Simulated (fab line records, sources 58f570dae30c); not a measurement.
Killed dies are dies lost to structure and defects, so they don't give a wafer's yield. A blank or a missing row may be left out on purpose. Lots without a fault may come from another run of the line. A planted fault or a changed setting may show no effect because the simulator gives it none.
Which tool did it? | flow berkeley_cmos170 | 14 lots, 42 wafers sampled, at 5 steps of a route of 331

WHAT THE GAUGES READ, wafer by wafer
UCB170_START_BOW_MEAS_00.
lot  | measured    | on            | INCOMING_BOW (um)
L836 | day 1 15:00 | film_metro-01 | 11 15 -4
L837 | day 1 20:01 | film_metro-02 | 1 -4 6
L838 | day 2 01:02 | film_metro-01 | -1 3 -2
L840 | day 2 11:00 | film_metro-02 | -6 0 2
L841 | day 2 16:01 | film_metro-04 | 1 9 8
L844 | day 3 07:00 | film_metro-04 | -1 8 9
L845 | day 3 12:01 | film_metro-02 | 6 -1 5
L848 | day 4 03:02 | film_metro-04 | -3 6 0
L851 | day 4 18:00 | film_metro-04 | 1 -3 10
L853 | day 5 04:04 | film_metro-04 | -3 3 -6
L855 | day 5 14:00 | film_metro-04 | 9 -7 6
L856 | day 5 19:00 | film_metro-04 | -4 5 -13
L857 | day 6 00:01 | film_metro-04 | -7 12 5
L858 | day 6 05:01 | film_metro-01 | -5 1 -12

UCB170_NWELL_TW_MEAS_16.
lot  | measured    | on            | NWELL_TW
L836 | day 2 17:20 | film_metro-04 | 1253 1250 1244
L837 | day 3 03:33 | film_metro-03 | 1282 1282 1277
L838 | day 3 03:49 | film_metro-03 | 1278 1280 1280
L840 | day 3 14:52 | film_metro-04 | 1247 1245 1244
L841 | day 3 20:41 | film_metro-01 | 1255 1254 1255
L844 | day 4 04:34 | film_metro-04 | 1256 1255 1246
L845 | day 4 15:53 | film_metro-03 | 1280 1277 1280
L848 | day 5 03:01 | film_metro-01 | 1252 1249 1252
L851 | day 5 21:15 | film_metro-01 | 1252 1252 1248
L853 | day 6 08:49 | film_metro-03 | 407 398 401
L855 | day 6 15:45 | film_metro-03 | 411 419 419
L856 | day 7 02:37 | film_metro-01 | 1243 1244 1247
L857 | day 7 02:14 | film_metro-03 | 1284 1276 1281
L858 | day 7 08:57 | film_metro-04 | 1250 1257 1260

UCB170_PFIELD_TW_MEAS_09.
lot  | measured    | on            | PFIELD_TW
L836 | day 5 06:46 | film_metro-01 | 606 607 601
L837 | day 5 09:13 | film_metro-01 | 603 602 603
L838 | day 5 08:57 | film_metro-03 | 618 615 618
L840 | day 5 21:43 | film_metro-03 | 615 615 617
L841 | day 6 07:06 | film_metro-01 | 604 599 605
L844 | day 6 06:49 | film_metro-03 | 612 611 616
L845 | day 7 01:59 | film_metro-01 | 602 599 600
L848 | day 7 15:21 | film_metro-03 | 613 613 617
L851 | day 8 14:19 | film_metro-04 | 599 599 600
L856 | day 9 11:19 | film_metro-03 | 615 616 613
L857 | day 9 10:58 | film_metro-03 | 616 616 614
L858 | day 9 21:13 | film_metro-01 | 606 604 604

WHICH TOOL RAN EACH LOT (tool, then ch and the chambers of the sampled wafers, then the start)
lot  | UCB170_NWELL_DEVELOP_11          | UCB170_PWELL_STRIP_16
L836 | litho_track-04 ch 0, day 2 16:00 | plasma_asher-02 ch 0,1, day 3 12:46
L837 | litho_track-04 ch 0, day 3 03:00 | plasma_asher-02 ch 0,1, day 3 23:41
L838 | litho_track-02 ch 0, day 3 03:00 | plasma_asher-02 ch 0,1, day 3 23:06
L840 | litho_track-04 ch 0, day 3 14:00 | plasma_asher-01 ch 0,1, day 4 09:01
L841 | litho_track-04 ch 0, day 3 20:00 | plasma_asher-01 ch 0,1, day 4 16:38
L844 | litho_track-02 ch 0, day 4 04:00 | plasma_asher-02 ch 0,1, day 5 00:45
L845 | litho_track-02 ch 0, day 4 15:00 | plasma_asher-01 ch 0,1, day 5 10:32
L848 | litho_track-01 ch 0, day 5 02:00 | plasma_asher-03 ch 0,1, day 5 23:41
L851 | litho_track-04 ch 0, day 5 20:00 | plasma_asher-01 ch 0,1, day 6 20:26
L853 | litho_track-04 ch 0, day 6 08:00 | -
L855 | litho_track-04 ch 0, day 6 15:00 | -
L856 | litho_track-02 ch 0, day 7 01:00 | plasma_asher-02 ch 0,1, day 8 02:14
L857 | litho_track-02 ch 0, day 7 01:00 | plasma_asher-03 ch 0,1, day 8 02:30
L858 | litho_track-01 ch 0, day 7 08:00 | plasma_asher-01 ch 0,1, day 8 08:08
- UCB170_NWELL_DEVELOP_11: develop time 45 s.
- UCB170_PWELL_STRIP_16: strips in O2.

WHAT THE TOOLS THEMSELVES READ (means of the sampled wafers that have a number; where no wafer has one, the mark that the record gives instead)
UCB170_NWELL_DEVELOP_11.
lot  | tool           | exhaust_pa (Pa)
L836 | litho_track-04 | 44.4
L837 | litho_track-04 | 44.6
L838 | litho_track-02 | 44.0
L840 | litho_track-04 | 45.2
L841 | litho_track-04 | 44.9
L844 | litho_track-02 | 46.3
L845 | litho_track-02 | 45.1
L848 | litho_track-01 | 45.9
L851 | litho_track-04 | 45.4
L853 | litho_track-04 | 45.7
L855 | litho_track-04 | 45.1
L856 | litho_track-02 | 45.2
L857 | litho_track-02 | 45.6
L858 | litho_track-01 | 43.9

UCB170_PWELL_STRIP_16.
lot  | tool            | chamber_pressure_mTorr (mTorr) | drypump_motor_current_A (A) | oes_product_au (a.u.) | strip_time_to_endpoint_s (s)
L836 | plasma_asher-02 | 3498.6                         | 5.7                         | 0.718                 | 18.03
L837 | plasma_asher-02 | 3502.9                         | 5.4                         | 0.720                 | 18.09
L838 | plasma_asher-02 | 3497.7                         | 5.7                         | 0.723                 | 18.03
L840 | plasma_asher-01 | 3502.7                         | 5.9                         | 0.726                 | 18.01
L841 | plasma_asher-01 | 3498.5                         | 5.9                         | 0.722                 | 18.09
L844 | plasma_asher-02 | 3503.1                         | 5.4                         | 0.722                 | 18.20
L845 | plasma_asher-01 | 3499.9                         | 5.9                         | 0.724                 | 18.12
L848 | plasma_asher-03 | 3501.1                         | 5.2                         | 0.719                 | 18.10
L851 | plasma_asher-01 | 3498.0                         | 6.2                         | 0.722                 | 18.04
L856 | plasma_asher-02 | 3500.1                         | 5.7                         | 0.725                 | 18.12
L857 | plasma_asher-03 | 3500.3                         | 5.6                         | 0.717                 | 18.11
L858 | plasma_asher-01 | 3501.9                         | 5.9                         | 0.723                 | 18.12

THE ANSWER, worked out from the rows above alone
Rule: what is usual is taken from the lots themselves. Put in order of their means at a reading, lots are off if they are a third of the lots or fewer, leave a main group of 4 or more, and stand apart from it by a gap of 3 or more times the standard deviation of the main group's means; of several such gaps the widest counts. A main group whose means are all the same, to the digits that the tables above print for the reading, isn't used. A lot without any number at a reading at which 4 lots or more have one is off too. The other lots that the step has rows for count as sound. The gauges are gone through in route order, then the tools' own readings, and for those a lot's mean is taken as printed above. The first step at which some lot is off is used, and at that step the reading that is off furthest; a lot without a number counts as furthest.
Off: L853, L855, at UCB170_NWELL_TW_MEAS_16 (NWELL_TW). The main group: mean 1260, standard deviation 14.
A tool fits if, at a process step before that reading, it ran every lot that is off, and no sound lot after the first of them. The gauges at UCB170_NWELL_TW_MEAS_16 are tried like those tools. One fits: litho_track-04 at UCB170_NWELL_DEVELOP_11. Its last sound lot is L851 (day 5 20:00), its first lot that is off L853 (day 6 08:00): a fault that began between those two fits.

WHAT THE SIMULATOR HAD PUT IN
Process parameter drift: litho_track-04, from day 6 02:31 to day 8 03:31, at UCB170_NWELL_DEVELOP_11. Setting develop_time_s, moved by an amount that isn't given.
Lots struck among those shown: L853, L855. The rule above found the same.
